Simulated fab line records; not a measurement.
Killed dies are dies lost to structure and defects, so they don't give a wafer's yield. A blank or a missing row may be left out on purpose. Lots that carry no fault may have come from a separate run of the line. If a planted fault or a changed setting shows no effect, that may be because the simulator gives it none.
Which tool is to blame? :: flow berkeleyCmos170 :: 45 wafers from 15 lots sampled at 5 of the route's 331 steps

WHAT THE GAUGES READ, wafer by wafer
UCB170_START_THK_MEAS_03. Usual: for START_OXIDE_THK the level is 20.1 nm and the standard deviation is 0.42.
lot: L582
measured: day 1 18:44
on: filmMetro-01
START_OXIDE_THK (nm): 19.9 20.0 19.9
flag: 

lot: L583
measured: day 2 00:38
on: filmMetro-01
START_OXIDE_THK (nm): 20.1 20.3 19.9
flag: 

lot: L584
measured: day 2 05:47
on: filmMetro-04
START_OXIDE_THK (nm): 20.1 20.1 20.3
flag: 

lot: L586
measured: day 2 17:35
on: filmMetro-02
START_OXIDE_THK (nm): 21.1 20.7 20.9
flag: 

lot: L587
measured: day 2 22:31
on: filmMetro-01
START_OXIDE_THK (nm): 19.8 20.3 19.7
flag: 

lot: L588
measured: day 3 02:27
on: filmMetro-02
START_OXIDE_THK (nm): 20.2 20.4 20.6
flag: 

lot: L589
measured: day 3 05:49
on: filmMetro-01
START_OXIDE_THK (nm): 20.4 20.5 20.0
flag: 

lot: L590
measured: day 3 12:29
on: filmMetro-02
START_OXIDE_THK (nm): 20.4 20.0 19.7
flag: 

lot: L592
measured: day 3 23:59
on: filmMetro-01
START_OXIDE_THK (nm): 20.5 20.0 20.5
flag: 

lot: L593
measured: day 4 01:14
on: filmMetro-01
START_OXIDE_THK (nm): 19.5 19.5 19.5
flag: 

lot: L594
measured: day 4 07:16
on: filmMetro-02
START_OXIDE_THK (nm): 20.7 20.3 20.4
flag: 

lot: L595
measured: day 4 11:41
on: filmMetro-01
START_OXIDE_THK (nm): 20.1 20.0 20.3
flag: 

lot: L600
measured: day 5 15:47
on: filmMetro-01
START_OXIDE_THK (nm): 31.8 30.9 31.1
flag: OFF

lot: L602
measured: day 6 02:46
on: filmMetro-04
START_OXIDE_THK (nm): 31.3 30.7 31.1
flag: OFF

lot: L604
measured: day 6 11:44
on: filmMetro-02
START_OXIDE_THK (nm): 31.3 31.5 31.8
flag: OFF

UCB170_PVT_OVL_MEAS_06. Usual: for PVT_OVL the level is 1 nm and the standard deviation is 5.3.
lot: L582
measured: day 6 00:36
on: overlay-02
PVT_OVL (nm): -4 -3 -3
flag: 

lot: L583
measured: day 6 00:47
on: overlay-02
PVT_OVL (nm): 2 8 6
flag: 

lot: L584
measured: day 6 15:37
on: overlay-02
PVT_OVL (nm): -2 11 5
flag: 

lot: L586
measured: day 7 05:10
on: overlay-02
PVT_OVL (nm): 2 -4 -7
flag: 

lot: L587
measured: day 7 04:46
on: overlay-02
PVT_OVL (nm): 6 2 7
flag: 

lot: L588
measured: day 7 05:10
on: overlay-01
PVT_OVL (nm): 3 3 -2
flag: 

lot: L589
measured: day 7 13:21
on: overlay-02
PVT_OVL (nm): -6 -2 -1
flag: 

lot: L590
measured: day 8 02:14
on: overlay-01
PVT_OVL (nm): 8 10 8
flag: 

lot: L592
measured: day 8 02:50
on: overlay-02
PVT_OVL (nm): 2 6 4
flag: 

lot: L593
measured: day 8 02:34
on: overlay-01
PVT_OVL (nm): -2 -9 -5
flag: 

lot: L594
measured: day 8 02:31
on: overlay-02
PVT_OVL (nm): -8 -3 -9
flag: 

lot: L595
measured: day 8 16:48
on: overlay-01
PVT_OVL (nm): 2 1 0
flag: 

lot: L600
measured: day 9 20:03
on: overlay-02
PVT_OVL (nm): 0 -2 -3
flag: 

lot: L602
measured: day 9 19:34
on: overlay-02
PVT_OVL (nm): 6 10 5
flag: 

lot: L604
measured: day 10 13:16
on: overlay-02
PVT_OVL (nm): 2 9 3
flag: 

UCB170_M3_RS_MEAS_02: the measuring method here is four-point-probe. Usual: for M3_AL_RS the level is 0.0321 ohm/sq and the standard deviation is 0.00037.
lot: L582
measured: day 8 12:33
on: filmMetro-02
M3_AL_RS (ohm/sq): 0.0325 0.0325 0.0318
flag: 

lot: L583
measured: day 8 09:22
on: filmMetro-02
M3_AL_RS (ohm/sq): 0.0318 0.0316 0.0317
flag: 

lot: L584
measured: day 8 16:01
on: filmMetro-04
M3_AL_RS (ohm/sq): 0.0319 0.0323 0.0322
flag: 

lot: L586
measured: day 9 07:00
on: filmMetro-04
M3_AL_RS (ohm/sq): 0.0325 0.0319 0.0317
flag: 

lot: L587
measured: day 9 08:08
on: filmMetro-04
M3_AL_RS (ohm/sq): 0.0325 0.0321 0.0324
flag: 

lot: L588
measured: day 9 08:43
on: filmMetro-01
M3_AL_RS (ohm/sq): 0.0321 0.0315 0.0316
flag: 

lot: L589
measured: day 9 19:27
on: filmMetro-01
M3_AL_RS (ohm/sq): 0.0323 0.0319 0.0318
flag: 

lot: L590
measured: day 10 03:50
on: filmMetro-04
M3_AL_RS (ohm/sq): 0.0316 0.0323 0.0321
flag: 

lot: L592
measured: day 10 06:44
on: filmMetro-02
M3_AL_RS (ohm/sq): 0.0325 0.0323 0.0324
flag: 

lot: L593
measured: day 10 03:42
on: filmMetro-02
M3_AL_RS (ohm/sq): 0.0326 0.0323 0.0321
flag: 

lot: L594
measured: day 10 03:07
on: filmMetro-01
M3_AL_RS (ohm/sq): 0.0318 0.0325 0.0327
flag: 

lot: L595
measured: day 10 14:52
on: filmMetro-01
M3_AL_RS (ohm/sq): 0.0323 0.0321 0.0320
flag: 

lot: L600
measured: day 11 19:16
on: filmMetro-01
M3_AL_RS (ohm/sq): 0.0316 0.0319 0.0316
flag: 

lot: L602
measured: day 11 19:36
on: filmMetro-04
M3_AL_RS (ohm/sq): 0.0318 0.0325 0.0322
flag: 

lot: L604
measured: day 12 06:51
on: filmMetro-04
M3_AL_RS (ohm/sq): 0.0327 0.0324 0.0323
flag: 

WHICH TOOL RAN EACH LOT (tool, then ch and the chambers of the sampled wafers, then the start)
lot: L582
UCB170_START_OXIDATION_02: furnace-02 ch 0, day 1 17:14
UCB170_ZERO_STRIP_07: plasmaAsher-01 ch 0,1, day 1 23:54

lot: L583
UCB170_START_OXIDATION_02: furnace-01 ch 0, day 1 23:08
UCB170_ZERO_STRIP_07: plasmaAsher-04 ch 0,1, day 2 05:43

lot: L584
UCB170_START_OXIDATION_02: furnace-02 ch 0, day 2 04:17
UCB170_ZERO_STRIP_07: plasmaAsher-01 ch 0,1, day 2 09:55

lot: L586
UCB170_START_OXIDATION_02: furnace-01 ch 0, day 2 16:05
UCB170_ZERO_STRIP_07: plasmaAsher-04 ch 0,1, day 3 00:26

lot: L587
UCB170_START_OXIDATION_02: furnace-02 ch 0, day 2 20:59
UCB170_ZERO_STRIP_07: plasmaAsher-04 ch 0,1, day 3 04:05

lot: L588
UCB170_START_OXIDATION_02: furnace-03 ch 0, day 3 00:56
UCB170_ZERO_STRIP_07: plasmaAsher-02 ch 0,1, day 3 07:49

lot: L589
UCB170_START_OXIDATION_02: furnace-01 ch 0, day 3 04:19
UCB170_ZERO_STRIP_07: plasmaAsher-04 ch 0,1, day 3 12:18

lot: L590
UCB170_START_OXIDATION_02: furnace-02 ch 0, day 3 10:59
UCB170_ZERO_STRIP_07: plasmaAsher-02 ch 0,1, day 3 18:13

lot: L592
UCB170_START_OXIDATION_02: furnace-01 ch 0, day 3 22:29
UCB170_ZERO_STRIP_07: plasmaAsher-01 ch 0,1, day 4 04:02

lot: L593
UCB170_START_OXIDATION_02: furnace-03 ch 0, day 3 23:43
UCB170_ZERO_STRIP_07: plasmaAsher-04 ch 0,1, day 4 04:13

lot: L594
UCB170_START_OXIDATION_02: furnace-01 ch 0, day 4 05:46
UCB170_ZERO_STRIP_07: plasmaAsher-02 ch 0,1, day 4 11:51

lot: L595
UCB170_START_OXIDATION_02: furnace-01 ch 0, day 4 10:10
UCB170_ZERO_STRIP_07: plasmaAsher-01 ch 0,1, day 4 15:19

lot: L600
UCB170_START_OXIDATION_02: furnace-03 ch 0, day 5 12:18 and furnace-02 ch 0, day 5 14:16
UCB170_ZERO_STRIP_07: plasmaAsher-01 ch 0,1, day 5 19:41

lot: L602
UCB170_START_OXIDATION_02: furnace-01 ch 0, day 5 22:29
UCB170_ZERO_STRIP_07: plasmaAsher-01 ch 0,1, day 6 06:16

lot: L604
UCB170_START_OXIDATION_02: furnace-01 ch 0, day 6 08:16 and furnace-03 ch 0, day 6 10:13
UCB170_ZERO_STRIP_07: plasmaAsher-02 ch 0,1, day 6 15:39
- UCB170_START_OXIDATION_02: target thk 20 nm, ox time 1800 s.
- UCB170_ZERO_STRIP_07: strips in O2.

AS READ BY THE TOOLS THEMSELVES (means over the sampled wafers that have a number; for cases with no such wafer, the mark the record gives instead)
UCB170_START_OXIDATION_02. Usual: oxTempC at 950.1 C, with a standard deviation of 0.43.
lot: L582
tool: furnace-02
oxTempC (C): 949.6
flag: 

lot: L583
tool: furnace-01
oxTempC (C): 949.9
flag: 

lot: L584
tool: furnace-02
oxTempC (C): 950.6
flag: 

lot: L586
tool: furnace-01
oxTempC (C): 950.2
flag: 

lot: L587
tool: furnace-02
oxTempC (C): 951.1
flag: 

lot: L588
tool: furnace-03
oxTempC (C): 949.6
flag: 

lot: L589
tool: furnace-01
oxTempC (C): 950.0
flag: 

lot: L590
tool: furnace-02
oxTempC (C): 950.6
flag: 

lot: L592
tool: furnace-01
oxTempC (C): 950.3
flag: 

lot: L593
tool: furnace-03
oxTempC (C): 950.4
flag: 

lot: L594
tool: furnace-01
oxTempC (C): 950.0
flag: 

lot: L595
tool: furnace-01
oxTempC (C): 949.7
flag: 

lot: L600
tool: furnace-03/furnace-02
oxTempC (C): 950.1
flag: 

lot: L602
tool: furnace-01
oxTempC (C): 950.0
flag: 

lot: L604
tool: furnace-01/furnace-03
oxTempC (C): 950.0
flag: 

UCB170_ZERO_STRIP_07. Usual: drypumpMotorCurrentA 5.41 A, standard deviation 0.29; oesProductAu 0.727 a.u., standard deviation 0.0044; stripTimeToEndpointS 21.51 s, standard deviation 0.059.
lot: L582
tool: plasmaAsher-01
drypumpMotorCurrentA (A): 5.48
oesProductAu (a.u.): 0.728
stripTimeToEndpointS (s): 21.44
flag: 

lot: L583
tool: plasmaAsher-04
drypumpMotorCurrentA (A): 5.33
oesProductAu (a.u.): 0.733
stripTimeToEndpointS (s): 21.58
flag: 

lot: L584
tool: plasmaAsher-01
drypumpMotorCurrentA (A): 5.48
oesProductAu (a.u.): 0.725
stripTimeToEndpointS (s): 21.47
flag: 

lot: L586
tool: plasmaAsher-04
drypumpMotorCurrentA (A): 5.16
oesProductAu (a.u.): 0.726
stripTimeToEndpointS (s): 21.42
flag: 

lot: L587
tool: plasmaAsher-04
drypumpMotorCurrentA (A): 5.18
oesProductAu (a.u.): 0.728
stripTimeToEndpointS (s): 21.51
flag: 

lot: L588
tool: plasmaAsher-02
drypumpMotorCurrentA (A): 5.57
oesProductAu (a.u.): 0.725
stripTimeToEndpointS (s): 21.56
flag: 

lot: L589
tool: plasmaAsher-04
drypumpMotorCurrentA (A): 5.32
oesProductAu (a.u.): 0.722
stripTimeToEndpointS (s): 21.58
flag: 

lot: L590
tool: plasmaAsher-02
drypumpMotorCurrentA (A): 5.27
oesProductAu (a.u.): 0.726
stripTimeToEndpointS (s): 21.48
flag: 

lot: L592
tool: plasmaAsher-01
drypumpMotorCurrentA (A): 5.55
oesProductAu (a.u.): 0.728
stripTimeToEndpointS (s): 21.48
flag: 

lot: L593
tool: plasmaAsher-04
drypumpMotorCurrentA (A): 5.34
oesProductAu (a.u.): 0.726
stripTimeToEndpointS (s): 21.54
flag: 

lot: L594
tool: plasmaAsher-02
drypumpMotorCurrentA (A): 5.54
oesProductAu (a.u.): 0.727
stripTimeToEndpointS (s): 21.61
flag: 

lot: L595
tool: plasmaAsher-01
drypumpMotorCurrentA (A): 5.48
oesProductAu (a.u.): 0.725
stripTimeToEndpointS (s): 21.44
flag: 

lot: L600
tool: plasmaAsher-01
drypumpMotorCurrentA (A): 5.56
oesProductAu (a.u.): 0.728
stripTimeToEndpointS (s): 21.53
flag: 

lot: L602
tool: plasmaAsher-01
drypumpMotorCurrentA (A): 5.48
oesProductAu (a.u.): 0.726
stripTimeToEndpointS (s): 21.45
flag: 

lot: L604
tool: plasmaAsher-02
drypumpMotorCurrentA (A): 5.29
oesProductAu (a.u.): 0.725
stripTimeToEndpointS (s): 21.53
flag: 

THE ANSWER, worked out from the rows above alone
Rule: lot off if the mean of its wafers having a number is beyond 3 standard deviations from the usual mean. A lot without any number at a reading at which 4 lots or more have one is off too. Where the step has rows for the other lots, those lots are counted as sound. After the gauges, taken in route order, come the tools' own readings; for these a lot's mean is taken, as printed above. At the first step where some lot is off, the reading lying furthest off is the one used; lots without a number count as furthest.
Off: L600, L602, L604, at UCB170_START_THK_MEAS_03 (START_OXIDE_THK).
If a tool, at a process step before that reading, ran all the lots that are off and no sound lot after the first of them, it fits. Those tools and the gauges at UCB170_START_THK_MEAS_03 are tried in the same way. None of those tried fits.

WHAT THE SIMULATOR PUT IN
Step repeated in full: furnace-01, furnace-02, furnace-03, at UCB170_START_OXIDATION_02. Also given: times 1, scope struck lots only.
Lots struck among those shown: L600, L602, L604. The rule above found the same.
